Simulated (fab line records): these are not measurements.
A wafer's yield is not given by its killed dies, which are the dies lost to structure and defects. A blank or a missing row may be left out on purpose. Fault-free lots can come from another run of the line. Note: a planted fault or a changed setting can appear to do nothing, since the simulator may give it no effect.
Split-lot study | flow berkeley cmos170 | 27 wafers read from 5 lots, route of 331 steps

== THE SPLIT ==
At UCB170_SCREENOX_OXIDATION_01 (target thk 14.4 nm, ox time 2400 s), the setting ox time s was moved away from the recipe's 2400 s on 24 of the 27 wafers read, by -42.1% to +47.0%. For the rest of the wafers, this setting stayed at what the recipe calls for.

The file shows no step between the split and the reading.

== THE READING ==
SCREENOX_OXIDE_THK at UCB170_SCREENOX_THK_MEAS_02, in nm. A value of 14.55 nm with a standard deviation of 0.26 nm is what fault-free wafers of this fab line usually give.

wafer  | tool, chamber at the split | ox time s as run, s | against the recipe | SCREENOX_OXIDE_THK, nm | against lot-mates on the recipe
L074.1 | -, -                       | 1389                | -42.1%             | 9.57                   | no lot-mate on the recipe
L074.2 | -, -                       | 1389                | -42.1%             | 9.66                   | no lot-mate on the recipe
L074.3 | -, -                       | 1389                | -42.1%             | 9.83                   | no lot-mate on the recipe
L074.4 | -, -                       | 1389                | -42.1%             | 9.73                   | no lot-mate on the recipe
L074.5 | -, -                       | 1389                | -42.1%             | 9.55                   | no lot-mate on the recipe
L074.6 | -, -                       | 1389                | -42.1%             | 9.56                   | no lot-mate on the recipe
L080.1 | -, -                       | 3503                | +46.0%             | 18.80                  | no lot-mate on the recipe
L080.2 | -, -                       | 3503                | +46.0%             | 18.80                  | no lot-mate on the recipe
L080.3 | -, -                       | 3503                | +46.0%             | 18.96                  | no lot-mate on the recipe
L080.4 | -, -                       | 3503                | +46.0%             | 18.63                  | no lot-mate on the recipe
L080.5 | -, -                       | 3503                | +46.0%             | 18.78                  | no lot-mate on the recipe
L080.6 | -, -                       | 3503                | +46.0%             | 18.96                  | no lot-mate on the recipe
L081.1 | -, -                       | 3383                | +41.0%             | 18.52                  | no lot-mate on the recipe
L081.2 | -, -                       | 3383                | +41.0%             | 18.35                  | no lot-mate on the recipe
L081.3 | -, -                       | 3383                | +41.0%             | 18.47                  | no lot-mate on the recipe
L081.4 | -, -                       | 3383                | +41.0%             | 18.51                  | no lot-mate on the recipe
L081.5 | -, -                       | 3383                | +41.0%             | 18.75                  | no lot-mate on the recipe
L081.6 | -, -                       | 3383                | +41.0%             | 18.62                  | no lot-mate on the recipe
L082.1 | -, -                       | 3527                | +47.0%             | 18.88                  | no lot-mate on the recipe
L082.2 | -, -                       | 3527                | +47.0%             | 19.01                  | no lot-mate on the recipe
L082.3 | -, -                       | 3527                | +47.0%             | 19.06                  | no lot-mate on the recipe
L082.4 | -, -                       | 3527                | +47.0%             | 19.04                  | no lot-mate on the recipe
L082.5 | -, -                       | 3527                | +47.0%             | 18.81                  | no lot-mate on the recipe
L082.6 | -, -                       | 3527                | +47.0%             | 19.23                  | no lot-mate on the recipe
L085.1 | furnace-04, 0              | 2400                | recipe             | 14.40                  | -
L085.4 | furnace-04, 0              | 2400                | recipe             | 14.04                  | -
L085.5 | furnace-04, 0              | 2400                | recipe             | 14.10                  | -

FIT RESULTS
A straight line over all 27 wafers: SCREENOX_OXIDE_THK changes by +0.105 nm for each +1% of ox time s; r = +1.00; the points scatter about the line by 0.16 nm.
Too few moved wafers with a lot-mate on the recipe to fit a line net of each lot's own level.

== THE WHOLE CHAIN: every reading that the file lists as answering this split, in the file's order ==
step                         | what it does                       | reading                                                                               | change (the file's fit)               | r (the file's)
UCB170_SCREENOX_OXIDATION_01 | target thk 14.4 nm, ox time 2400 s | SiO2_of_SCREENOX_OXIDATION_01.thk nm (the simulator's own value, which no gauge read) | +0.105 nm for each +1% of the setting | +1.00
UCB170_SCREENOX_THK_MEAS_02  |                                    | SCREENOX_OXIDE_THK                                                                    | +0.105 for each +1% of the setting    | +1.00

== THE FILE'S OWN FIT ==
SCREENOX_OXIDE_THK changes by +0.105 nm for each +1% of ox time s, r = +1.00.
